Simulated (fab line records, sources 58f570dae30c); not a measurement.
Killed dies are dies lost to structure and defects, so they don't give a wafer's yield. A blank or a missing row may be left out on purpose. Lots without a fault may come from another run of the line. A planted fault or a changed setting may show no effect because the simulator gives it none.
fab line records | flow berkeley_cmos170
record lots=5 wafers=23
route steps=331 shown START@3 ZERO@7 ACTIVE@68 SCREENOX@101 PVT@122 GATE@127 NLDD@161 NSD@188
start_h: hours from the record's first day to the start of the lot's first wafer shown | wait_h: hours since the lot's step before | " the same as in the row above | L1.1+2: a row that stands for several wafers | - no value, or no start given | * or withheld: withheld | < > ~ a bound
route shown NAME@n: a module of which the file shows steps, and the number in the route of the first | usual: mean/standard deviation of fault-free wafers | same: alike in all rows | chamber/n: place in a boat | sites: the reading at each site | _std_site: their standard deviation | _edge_site: outer sites' mean less inner sites' | radius_mm: how far each site lies from the wafer's centre | mask NAME#n: copy n | behind: the tool/chamber that last shaped the wafer | hold: why the lot was held/for how many hours/how that ended | device: the transistor (n, p or np) that didn't switch | end of line: the same wafers' tests at the end of the route | a step without rows: its recipe alone | killed: dies lost to structure and defects at the first sort, not the wafer's yield | map: a wafer's dies, x killed, . not, _ none there
set.NAME: the setting as run; set.NAME@STEP: as run at that earlier step | model.NAME: the simulator's own value behind a step, which no gauge read
lots whose settings were changed on purpose; a table a step, a row a wafer
## steps
# step UCB170_START_OXIDATION_02
# recipe temp_c=950 ambient=O2 target_thk_a=200 ox_time_s=1800
# columns lot.wafer tool chamber start_h wait_h set.temp_c model.SiO2_of_START_OXIDATION_02.thk_nm
L076.1 - - - 4.4 950 20.04
L076.2 " - " " 950 19.92
L076.3 " - " " 950 20.13
L076.4 " - " " 950 19.81
L076.5 " - " " 950 19.7
L078.1 - - - 5.2 950 20.17
L078.2 " - " " 950 20.13
L078.4 " - " " 950 19.83
L078.5 " - " " 950 20.15
L078.6 " - " " 950 20
L080.1 - - - 1.3 950 19.47
L080.2 " - " " 950 19.6
L080.4 " - " " 950 19.66
L080.5 " - " " 950 19.49
L080.6 " - " " 950 19.67
L082.1 furnace-02 0 57.63 4.5 950 20.28
L082.4 " 0 " " 950 19.66
L082.6 " 0 " " 950 19.97
L083.1 - - - 2.5 933.2 16.79
L083.2 " - " " 933.2 16.98
L083.3 " - " " 933.2 17.06
L083.5 " - " " 933.2 16.85
L083.6 " - " " 933.2 16.92
# step UCB170_START_THK_MEAS_03
# recipe reads=SiO2_of_START_OXIDATION_02
# usual START_OXIDE_THK=19.96/0.27
# columns lot.wafer tool chamber start_h wait_h set.temp_c@START_OXIDATION_02 START_OXIDE_THK[nm]
L076.1 film_metro-01 - - - 950 20.08
L076.2 " - " " 950 19.98
L076.3 " - " " 950 20.11
L076.4 " - " " 950 19.81
L076.5 " - " " 950 19.69
L078.1 film_metro-02 - - - 950 20.10
L078.2 " - " " 950 20.14
L078.4 " - " " 950 19.79
L078.5 " - " " 950 20.21
L078.6 " - " " 950 20.02
L080.1 film_metro-04 - - - 950 19.48
L080.2 " - " " 950 19.57
L080.4 " - " " 950 19.70
L080.5 " - " " 950 19.49
L080.6 " - " " 950 19.67
L082.1 film_metro-04 - 59.13 0.0 950 20.31
L082.4 " - " " 950 19.68
L082.6 " - " " 950 19.95
L083.1 film_metro-01 - - - 933.2 16.76
L083.2 " - " " 933.2 16.95
L083.3 " - " " 933.2 17.00
L083.5 " - " " 933.2 16.82
L083.6 " - " " 933.2 16.91
# step UCB170_ZERO_COAT_01
# recipe resist=KrF spin_rpm=1500 resist_thk_nm=900
# columns lot.wafer tool chamber start_h wait_h set.resist_thk_nm model.KrF_of_ZERO_COAT_01.thk_nm
L076.1 litho_track-03 0 31.69 0.1 900 901.8
L076.2 " 0 " " 853.2 851.7
L076.3 " 0 " " 853.2 853.1
L076.4 " 0 " " 900 903.3
L076.5 " 0 " " 853.2 855.1
L078.1 litho_track-04 0 41.01 0.1 900 900
L078.2 " 0 " " 900 898.1
L078.4 " 0 " " 900 898.7
L078.5 " 0 " " 900 899.2
L078.6 " 0 " " 900 898.6
L080.1+6 litho_track-04 0 50.81 0.1 900 896.8
L080.2 " 0 " " 900 899.4
L080.4 " 0 " " 900 899.5
L080.5 " 0 " " 900 895.6
L082.1 litho_track-02 0 62.66 0.1 900 900.6
L082.4 " 0 " " 900 901.9
L082.6 " 0 " " 900 902.4
L083.1 litho_track-04 0 62.66 0.1 900 899.7
L083.2 " 0 " " 900 898.5
L083.3 " 0 " " 953.6 950.5
L083.5 " 0 " " 900 899.1
L083.6 " 0 " " 953.6 950.8
# step UCB170_ZERO_SOFTBAKE_02
# recipe resist=KrF temp_c=130 time_s=60
# step UCB170_ZERO_EXPOSE_03
# recipe mask_id=PM_MARKS na=0.5 sigma_outer=0.6 source_shape=conventional target_cd_nm=4000 dose_mj=30
# step UCB170_ZERO_DEVELOP_05
# recipe developer=TMAH develop_time_s=45 resist=KrF dev_temp_c=21
# step UCB170_ZERO_ETCH_06
# recipe chemistry=CHF3/CF4/Ar target=SiO2 time_s=12 pressure_mtorr=100 rf_w=500 CHF3_flow_sccm=50 cf4_flow_sccm=10 Ar_flow_sccm=120 over_etch_frac=1.58
# step UCB170_ZERO_STRIP_07
# recipe chemistry=O2 power_w=400 pressure_mtorr=3500 platen_temp_c=withheld o2_flow_sccm=400 overash_fraction=0.5
# usual strip_time_to_endpoint_s=21.47/0.055
# columns lot.wafer tool chamber start_h wait_h set.resist_thk_nm@ZERO_COAT_01 strip_time_to_endpoint_s
L076.1 plasma_asher-02 0 32.41 0.0 900 21.53
L076.2 " 1 " " 853.2 20.31
L076.3 " 1 " " 853.2 20.36
L076.4 " 0 " " 900 21.56
L076.5 " 1 " " 853.2 20.41
L078.1 plasma_asher-01 0 41.85 0.0 900 21.49
L078.2 " 1 " " 900 21.45
L078.4 " 0 " " 900 21.44
L078.5 " 1 " " 900 21.47
L078.6 " 0 " " 900 21.44
L080.1 plasma_asher-01 0 51.52 0.0 900 21.39
L080.2 " 1 " " 900 21.47
L080.4 " 1 " " 900 21.48
L080.5 " 0 " " 900 21.37
L080.6 " 1 " " 900 21.38
L083.1 plasma_asher-03 0 64.04 0.0 900 21.46
L083.2 " 1 " " 900 21.45
L083.3 " 1 " " 953.6 22.68
L083.5 " 0 " " 900 21.47
L083.6 " 1 " " 953.6 22.70
L082.1 plasma_asher-01 1 64.32 0.0 900 21.48
L082.4 " 0 " " 900 21.53
L082.6 " 0 " " 900 21.55
# step UCB170_ACTIVE_COAT_08
# recipe resist=KrF spin_rpm=1500 resist_thk_nm=900
# columns lot.wafer tool chamber start_h wait_h set.resist_thk_nm model.KrF_of_ACTIVE_COAT_08.thk_nm
L076.1 litho_track-01 0 96.56 0.1 935.4 929.4
L076.2 " 0 " " 900 895.6
L076.3 " 0 " " 900 897.6
L076.4 " 0 " " 935.4 931.7
L076.5 " 0 " " 900 896
L078.1 litho_track-03 0 111.99 0.1 900 902.4
L078.2 " 0 " " 855.1 859
L078.4 " 0 " " 855.1 857.3
L078.5 " 0 " " 900 903.5
L078.6 " 0 " " 900 903.9
L080.1 litho_track-02 0 120.77 0.1 900 901.2
L080.2 " 0 " " 927.2 929.3
L080.4 " 0 " " 927.2 928
L080.5 " 0 " " 900 903.9
L080.6 " 0 " " 900 901.5
L083.1 litho_track-02 0 136.67 0.1 900 902.7
L083.2 " 0 " " 850.7 853.9
L083.3 " 0 " " 900 904.3
L083.5 " 0 " " 900 904.6
L083.6 " 0 " " 850.7 853.7
L082.1 litho_track-03 0 136.98 0.1 900 897.3
L082.4 " 0 " " 900 896.6
L082.6 " 0 " " 900 897.9
# step UCB170_ACTIVE_ETCH_15
# recipe chemistry=CH3F/Ar/O2 target=Si3N4 stop_on=SiO2 CH3F_flow_sccm=20 Ar_flow_sccm=50 O2_flow_sccm=7 pressure_mtorr=50 rf_w=450 target_depth_a=2420 over_etch_frac=0.1 time_s=151
# columns lot.wafer tool chamber start_h wait_h set.rf_w
L076.1+5 rie_diel-01 3 98.40 0.0 475
L076.2+3+4 " 0,1,2 " " 450
L078.1+4+5 rie_diel-02 0,0,1 112.85 0.0 450
L078.2+6 " 1,2 " " 465.7
L080.1+2+4+5+6 rie_diel-01 3,1,0,1,3 121.86 0.0 450
L083.1+2+3+5+6 rie_diel-04 0,2,1,0,3 137.67 0.0 450
L082.1+4+6 rie_diel-01 3,2,1 138.17 0.0 450
# step UCB170_ACTIVE_STRIP_16
# recipe chemistry=O2 power_w=400 pressure_mtorr=3500 platen_temp_c=withheld o2_flow_sccm=400 overash_fraction=0.5
# usual strip_time_to_endpoint_s=18.08/0.086
# columns lot.wafer tool chamber start_h wait_h set.resist_thk_nm@ACTIVE_COAT_08 strip_time_to_endpoint_s
L076.1 plasma_asher-01 0 98.50 0.1 935.4 18.76
L076.2 " 1 " " 900 17.96
L076.3 " 0 " " 900 18.02
L076.4 " 1 " " 935.4 18.85
L076.5 " 0 " " 900 17.97
L078.1 plasma_asher-04 1 112.95 0.1 900 18.26
L078.2 " 0 " " 855.1 17.02
L078.4 " 0 " " 855.1 17.15
L078.5 " 0 " " 900 18.17
L078.6 " 1 " " 900 18.08
L080.1 plasma_asher-02 0 121.96 0.1 900 18.18
L080.2 " 1 " " 927.2 18.81
L080.4 " 0 " " 927.2 18.75
L080.5 " 0 " " 900 18.21
L080.6 " 1 " " 900 18.18
L083.1 plasma_asher-04 1 137.77 0.1 900 18.19
L083.2 " 0 " " 850.7 16.90
L083.3 " 0 " " 900 18.17
L083.5 " 0 " " 900 18.24
L083.6 " 1 " " 850.7 17.05
L082.1 plasma_asher-01 1 138.27 0.1 900 18.09
L082.4 " 0 " " 900 18.01
L082.6 " 1 " " 900 18.02
# step UCB170_SCREENOX_OXIDATION_01
# recipe temp_c=900 ambient=O2 target_thk_a=144 ox_time_s=2400
# columns lot.wafer tool chamber start_h wait_h set.temp_c model.SiO2_of_SCREENOX_OXIDATION_01.thk_nm
L076.1 - - - - 900 14.79
L076.2 " - " " 900 14.81
L076.3 " - " " 900 14.65
L076.4 " - " " 900 14.57
L076.5 " - " " 900 14.7
L078.1 - - - - 908 15.88
L078.2 " - " " 908 15.58
L078.4 " - " " 908 15.46
L078.5 " - " " 908 15.66
L078.6 " - " " 908 15.82
L080.1 - - - - 913.5 16.37
L080.2 " - " " 913.5 16.24
L080.4+6 " - " " 913.5 16.4
L080.5 " - " " 913.5 16.43
L082.1 furnace-04 0 166.07 3.6 900 14.4
L082.4 " 0 " " 900 14.46
L082.6 " 0 " " 900 14.12
L083.1 - - - - 924.3 17.88
L083.2 " - " " 924.3 17.83
L083.3 " - " " 924.3 18.08
L083.5 " - " " 924.3 18.01
L083.6 " - " " 924.3 17.62
# step UCB170_SCREENOX_THK_MEAS_02
# recipe reads=SiO2_of_SCREENOX_OXIDATION_01
# usual SCREENOX_OXIDE_THK=14.39/0.22
# columns lot.wafer tool chamber start_h wait_h set.temp_c@SCREENOX_OXIDATION_01 SCREENOX_OXIDE_THK[nm]
L076.1 film_metro-01 - - - 900 14.81
L076.2 " - " " 900 14.80
L076.3 " - " " 900 14.63
L076.4 " - " " 900 14.57
L076.5 " - " " 900 14.75
L078.1 film_metro-01 - - - 908 15.93
L078.2 " - " " 908 15.60
L078.4 " - " " 908 15.44
L078.5 " - " " 908 15.66
L078.6 " - " " 908 15.76
L080.1 film_metro-01 - - - 913.5 16.39
L080.2 " - " " 913.5 16.24
L080.4 " - " " 913.5 16.39
L080.5 " - " " 913.5 16.38
L080.6 " - " " 913.5 16.43
L082.1 film_metro-04 - 167.73 0.0 900 14.42
L082.4 " - " " 900 14.48
L082.6 " - " " 900 14.18
L083.1 film_metro-02 - - - 924.3 17.87
L083.2 " - " " 924.3 17.79
L083.3 " - " " 924.3 18.03
L083.5 " - " " 924.3 18.01
L083.6 " - " " 924.3 17.65
# step UCB170_PVT_IMPLANT_07
# recipe species=P dose_cm2=2e+12 energy_kev=30 tilt_deg=7
# columns lot.wafer tool chamber start_h wait_h set.energy_kev model.implant.rp_nm model.implant.drp_nm
L076.1+4+5 implanter-03 0 139.65 0.0 28.36 36.98 16.01
L076.2+3 " 0 " " 30 38.41 16.56
L078.1+2+6 implanter-03 0 157.86 0.0 29.3 36.65 16.33
L078.4+5 " 0 " " 30 37.24 16.56
L080.1+2+4+5+6 implanter-02 0 166.30 0.0 30 36.04 16.56
L082.1+4+6 implanter-03 0 176.16 0.0 30 36.92 16.56
L083.1+2+3+5+6 implanter-02 0 176.25 0.0 30 37.79 16.56
# step UCB170_GATE_OXIDATION_01
# recipe temp_c=850 ambient=O2 target_thk_a=66 ox_time_s=1800
# columns lot.wafer tool chamber start_h wait_h set.ox_time_s model.SiO2_of_GATE_OXIDATION_01.thk_nm
L076.1 - - - 2.7 2019 7.13
L076.2 " - " " 2019 7.128
L076.3 " - " " 2019 7.139
L076.4 " - " " 2019 7.164
L076.5 " - " " 2019 7.171
L078.1 - - - 2.1 1698 6.415
L078.2 " - " " 1698 6.537
L078.4 " - " " 1698 6.404
L078.5 " - " " 1698 6.318
L078.6 " - " " 1698 6.325
L080.1 - - - 4.7 1947 7.127
L080.2 " - " " 1947 7.063
L080.4 " - " " 1947 6.901
L080.5 " - " " 1947 6.945
L080.6 " - " " 1947 6.933
L082.1 furnace-04 0 185.77 9.1 1800 6.437
L082.4 " 0 " " 1800 6.38
L082.6 " 0 " " 1800 6.329
L083.1 - - - 9.1 2023 7
L083.2 " - " " 2023 7.008
L083.3 " - " " 2023 6.934
L083.5 " - " " 2023 6.962
L083.6 " - " " 2023 6.998
# step UCB170_NLDD_EXPOSE_03
# recipe mask_id=NSELECT na=0.5 sigma_outer=0.6 source_shape=conventional target_cd_nm=1200 dose_mj=30
# columns lot.wafer tool chamber start_h wait_h mask set.dose_mj
L076.1+2+3+4+5 krf_scanner-01 0 159.45 0.1 NSELECT#0 30
L078.1+2+4 krf_scanner-02 0 175.38 0.5 NSELECT#0 30
L078.5+6 " 0 " " NSELECT#0 27.75
L080.1+6 krf_scanner-02 0 188.61 0.2 NSELECT#0 30
L080.2+4+5 " 0 " " NSELECT#0 31.22
L082.1+4+6 krf_scanner-01 0 205.91 0.2 NSELECT#0 30
L083.1+2 krf_scanner-02 0 206.16 0.3 NSELECT#0 30
L083.3+5+6 " 0 " " NSELECT#0 30.64
# step UCB170_NLDD_PEB_04
# recipe peb_temp_c=130 peb_time_s=withheld resist=KrF
# step UCB170_NLDD_DEVELOP_05
# recipe developer=TMAH develop_time_s=45 resist=KrF dev_temp_c=21
# step UCB170_NLDD_CD_MEAS_06
# recipe target_cd_nm=1200
# usual cd_nm=1201.0/1.2
# columns lot.wafer tool chamber start_h wait_h set.dose_mj@NLDD_EXPOSE_03 cd_nm
L076.1 cd_sem-01 - 160.63 - 30 1200.2
L076.2 " - " " 30 1200.2
L076.3 " - " " 30 1203.1
L076.4 " - " " 30 1200.8
L076.5 " - " " 30 1201.1
L078.1 cd_sem-01 - 175.77 - 30 1200.7
L078.2 " - " " 30 1200.9
L078.4 " - " " 30 1201.0
L078.5 " - " " 27.75 1186.3
L078.6 " - " " 27.75 1185.9
L080.1 cd_sem-02 - 189.17 - 30 1202.4
L080.2 " - " " 31.22 1208.9
L080.4 " - " " 31.22 1210.1
L080.5 " - " " 31.22 1210.0
L080.6 " - " " 30 1202.6
L082.1 cd_sem-01 - 206.31 - 30 1202.8
L082.4 " - " " 30 1201.9
L082.6 " - " " 30 1201.4
L083.1 cd_sem-01 - 206.59 - 30 1200.4
L083.2 " - " " 30 1200.1
L083.3 " - " " 30.64 1202.5
L083.5 " - " " 30.64 1204.3
L083.6 " - " " 30.64 1204.5
# step UCB170_NLDD_STRIP_10
# recipe chemistry=O2 power_w=400 pressure_mtorr=3500 platen_temp_c=withheld o2_flow_sccm=400 overash_fraction=0.5
# usual strip_time_to_endpoint_s=21.58/0.049
# columns lot.wafer tool chamber start_h wait_h set.o2_flow_sccm strip_time_to_endpoint_s
L076.1 plasma_asher-03 1 161.18 0.1 400 21.69
L076.2 " 0 " " 453.2 21.33
L076.3 " 0 " " 400 21.61
L076.4 " 1 " " 453.2 21.29
L076.5 " 1 " " 453.2 21.32
L078.1 plasma_asher-04 1 176.22 0.1 418.4 21.45
L078.2 " 0 " " 400 21.52
L078.4 " 1 " " 400 21.61
L078.5 " 1 " " 418.4 21.44
L078.6 " 0 " " 418.4 21.44
L080.1 plasma_asher-02 0 189.63 0.1 400 21.56
L080.2 " 1 " " 400 21.48
L080.4 " 1 " " 400 21.54
L080.5 " 1 " " 400 21.49
L080.6 " 0 " " 400 21.53
L082.1 plasma_asher-03 1 206.76 0.1 400 21.60
L082.4 " 0 " " 400 21.56
L082.6 " 1 " " 400 21.63
L083.1 plasma_asher-04 0 207.05 0.1 400 21.65
L083.2 " 1 " " 400 21.60
L083.3 " 0 " " 400 21.57
L083.5 " 1 " " 400 21.64
L083.6 " 0 " " 400 21.59
# step UCB170_NSD_COAT_01
# recipe resist=KrF spin_rpm=1500 resist_thk_nm=900
# columns lot.wafer tool chamber start_h wait_h set.resist_thk_nm model.KrF_of_NSD_COAT_01.thk_nm
L076.1 litho_track-02 0 170.92 0.1 931.2 931.8
L076.2 " 0 " " 900 899.9
L076.3+4 " 0 " " 931.2 933.1
L076.5 " 0 " " 900 896.7
L078.1 litho_track-01 0 188.32 0.1 900 895.5
L078.2 " 0 " " 900 895.9
L078.4 " 0 " " 900 895.1
L078.5 " 0 " " 900 897.7
L078.6 " 0 " " 900 896.6
L080.1 litho_track-02 0 205.39 0.1 900 901.4
L080.2 " 0 " " 852.4 852
L080.4 " 0 " " 900 901.6
L080.5 " 0 " " 852.4 853.9
L080.6 " 0 " " 900 899.4
L082.1 litho_track-02 0 216.36 0.1 900 899.2
L082.4 " 0 " " 900 899.9
L082.6 " 0 " " 900 903
L083.1 litho_track-03 0 216.49 0.1 900 902.8
L083.2 " 0 " " 900 904.5
L083.3 " 0 " " 900 902
L083.5 " 0 " " 900 898.7
L083.6 " 0 " " 900 898.9
# step UCB170_NSD_SOFTBAKE_02
# recipe resist=KrF temp_c=130 time_s=60
# columns lot.wafer tool chamber start_h wait_h set.time_s
L076.1+2+4 litho_track-02 0 171.07 0.1 68.13
L076.3+5 " 0 " " 60
L078.1+4+5 litho_track-01 0 188.47 0.1 60
L078.2+6 " 0 " " 67.31
L080.1+2+4+5+6 litho_track-02 0 205.54 0.1 60
L082.1+4+6 litho_track-02 0 216.51 0.1 60
L083.1+2+3+5+6 litho_track-03 0 216.64 0.1 60
# step UCB170_NSD_EXPOSE_03
# recipe mask_id=NSELECT_MOD na=0.5 sigma_outer=0.6 source_shape=conventional target_cd_nm=1200 dose_mj=30
# step UCB170_NSD_PEB_04
# recipe peb_temp_c=130 peb_time_s=withheld resist=KrF
# step UCB170_NSD_IMPLANT_08
# recipe species=P dose_cm2=3e+15 energy_kev=40 tilt_deg=7
# step UCB170_NSD_STRIP_09
# recipe chemistry=O2 power_w=400 pressure_mtorr=3500 platen_temp_c=withheld o2_flow_sccm=400 overash_fraction=0.5
# usual strip_time_to_endpoint_s=35.80/0.085
# columns lot.wafer tool chamber start_h wait_h set.resist_thk_nm@NSD_COAT_01 strip_time_to_endpoint_s
L076.1 plasma_asher-02 0 172.19 0.1 931.2 36.48
L076.2 " 1 " " 900 35.77
L076.3 " 0 " " 931.2 36.50
L076.4 " 1 " " 931.2 36.54
L076.5 " 0 " " 900 35.67
L078.1 plasma_asher-04 1 189.84 0.1 900 35.68
L078.2 " 0 " " 900 35.64
L078.4 " 1 " " 900 35.64
L078.5 " 1 " " 900 35.71
L078.6 " 0 " " 900 35.70
L080.1 plasma_asher-04 1 206.63 0.1 900 35.83
L080.2 " 0 " " 852.4 34.67
L080.4 " 1 " " 900 35.87
L080.5 " 0 " " 852.4 34.74
L080.6 " 1 " " 900 35.83
L082.1 plasma_asher-04 0 217.48 0.1 900 35.84
L082.4 " 0 " " 900 35.84
L082.6 " 0 " " 900 35.91
L083.1 plasma_asher-02 0 217.72 0.1 900 35.93
L083.2 " 1 " " 900 35.97
L083.3 " 1 " " 900 35.94
L083.5 " 1 " " 900 35.83
L083.6 " 0 " " 900 35.82
## key
split step=UCB170_START_OXIDATION_02 setting=temp_c stated=950 by=lot
response step=UCB170_START_OXIDATION_02 reading=model.SiO2_of_START_OXIDATION_02.thk_nm change=+1.67 per=1% r=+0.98
response step=UCB170_START_THK_MEAS_03 reading=START_OXIDE_THK change=+1.69 per=1% r=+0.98
split step=UCB170_ZERO_COAT_01 setting=resist_thk_nm stated=900 by=wafer
response step=UCB170_ZERO_COAT_01 reading=model.KrF_of_ZERO_COAT_01.thk_nm change=+9.01 per=1% r=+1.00
response step=UCB170_ZERO_STRIP_07 reading=strip_time_to_endpoint_s change=* per=1% r=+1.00
split step=UCB170_ACTIVE_COAT_08 setting=resist_thk_nm stated=900 by=wafer
response step=UCB170_ACTIVE_COAT_08 reading=model.KrF_of_ACTIVE_COAT_08.thk_nm change=+8.97 per=1% r=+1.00
response step=UCB170_ACTIVE_STRIP_16 reading=strip_time_to_endpoint_s change=* per=1% r=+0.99
split step=UCB170_ACTIVE_ETCH_15 setting=rf_w stated=450 by=wafer
response none clear
split step=UCB170_SCREENOX_OXIDATION_01 setting=temp_c stated=900 by=lot
response step=UCB170_SCREENOX_OXIDATION_01 reading=model.SiO2_of_SCREENOX_OXIDATION_01.thk_nm change=+1.23 per=1% r=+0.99
response step=UCB170_SCREENOX_THK_MEAS_02 reading=SCREENOX_OXIDE_THK change=+1.21 per=1% r=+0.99
split step=UCB170_PVT_IMPLANT_07 setting=energy_kev stated=30 by=wafer
response step=UCB170_PVT_IMPLANT_07 reading=model.implant.rp_nm change=+0.26 per=1% r=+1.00
response step=UCB170_PVT_IMPLANT_07 reading=model.implant.drp_nm change=+0.101 per=1% r=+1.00
split step=UCB170_GATE_OXIDATION_01 setting=ox_time_s stated=1800 by=lot
response step=UCB170_GATE_OXIDATION_01 reading=model.SiO2_of_GATE_OXIDATION_01.thk_nm change=+0.041 per=1% r=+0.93
split step=UCB170_NLDD_EXPOSE_03 setting=dose_mj stated=30 by=wafer
response step=UCB170_NLDD_CD_MEAS_06 reading=cd_nm change=+1.91 per=1% r=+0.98
split step=UCB170_NLDD_STRIP_10 setting=o2_flow_sccm stated=400 by=wafer
response step=UCB170_NLDD_STRIP_10 reading=strip_time_to_endpoint_s change=* per=1% r=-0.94
split step=UCB170_NSD_COAT_01 setting=resist_thk_nm stated=900 by=wafer
response step=UCB170_NSD_COAT_01 reading=model.KrF_of_NSD_COAT_01.thk_nm change=+9.31 per=1% r=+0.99
response step=UCB170_NSD_STRIP_09 reading=strip_time_to_endpoint_s change=* per=1% r=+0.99
split step=UCB170_NSD_SOFTBAKE_02 setting=time_s stated=60 by=wafer
response none clear
